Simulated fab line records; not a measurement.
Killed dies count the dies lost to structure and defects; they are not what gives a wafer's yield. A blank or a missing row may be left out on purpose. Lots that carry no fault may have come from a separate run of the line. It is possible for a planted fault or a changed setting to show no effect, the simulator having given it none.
Problem report, 8D (eight disciplines) form, completed by code    flow rit cmos    the parts of the form that need people (team, actions taken, sign-off) are left out

== 1. WHAT IS WRONG ==
Mean ACTIVE_NITRIDE_THK at RIT_ACTIVE_THK_MEAS_04: 187.2 nm over 6 wafers in 2 lots; fault-free wafers: 149.9 nm, standard deviation 1.5. That is +25 standard deviations from the usual mean.
First seen on wafer L160.2, day 2 12:55, on film metro-01. Wafers with a number at this step in the record: 39, from 13 lots. The rule behind "out" and "out of limits": a value lying over 4 standard deviations away from the usual mean. Any other wafer with a number is counted as sound.

== 2. WHAT IT IS, AND WHAT IT ISN'T ==
question                     is                      is not
which readings at this step  ACTIVE_NITRIDE_THK      -
which lots                   L160, L162              L156, L157, L158, L159, L163, L168, L175, L176, L177, L178, L179
which wafers of those lots   all that have a number  -
read on which gauges         film metro-01           film metro-02, film metro-04
when                         from day 2 12:55        up to then (12 sound wafers); but 21 sound wafers of L163, L168, L175, L176, L177, L178, L179 came after

== 3. SUSPECTS, AND WHAT RULES EACH OUT ==
Counting: any tool at a process step up to the reading is kept as a suspect provided that every lot that is out went through it and no sound lot did after the first of them.
- ruled out: the gauge at RIT_ACTIVE_THK_MEAS_04. All the wafers that are out were read on film metro-01, but those of them that RIT_ACTIVE_ETCH_13 has rows for are out there too, on other tools.
- lpcvd-02 at RIT_ACTIVE_CVD_03 (deposits Si3N4 from SiH2Cl2/NH3, target thk 150 nm, time 1500 s): ruled out as a lasting fault. Following L160 (day 2 11:29), the first lot on it that is out, the sound lots L177, L178, L179 were run on it.
Left after counting: nothing in the record.

== 4. THE CAUSE (what the simulator had put in) ==
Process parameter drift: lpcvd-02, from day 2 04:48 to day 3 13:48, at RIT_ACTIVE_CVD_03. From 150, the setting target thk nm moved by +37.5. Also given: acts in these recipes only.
It was ruled out by counting, in error; the rule expects a fault to strike all lots run on its tool from its start on, and this fault did not.

== 5. THE EFFECT CHAIN, in route order ==
One row per reading whose mean, taken over the struck wafers that have a number, lies over 3 standard deviations from the usual. Only readings whose record carries a usual standard deviation are examined. hours: median over the lots of the time between each lot's start at the first step of this table that gives one and its start at this step. sigmas: the change, counted in usual standard deviations.
hours  step                    reading             usual       on struck wafers  change  sigmas
0      RIT_ACTIVE_THK_MEAS_04  ACTIVE_NITRIDE_THK  149.9 nm    187.2             +37.3   +25
1      RIT_ACTIVE_ETCH_13      oes product au      0.821 a.u.  0.933             +0.112  +12
Its process steps:
- RIT_ACTIVE_ETCH_13: etches Si3N4 in SF6, stops on SiO2, time 210 s, target depth 210 nm.

== 6. HOW IT WOULD HAVE BEEN CAUGHT EARLIER ==
Counted from the fault's start at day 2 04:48, it took 8 hours until the first out-of-limits reading at a measuring or inspecting step in this record, taken at day 2 12:55.
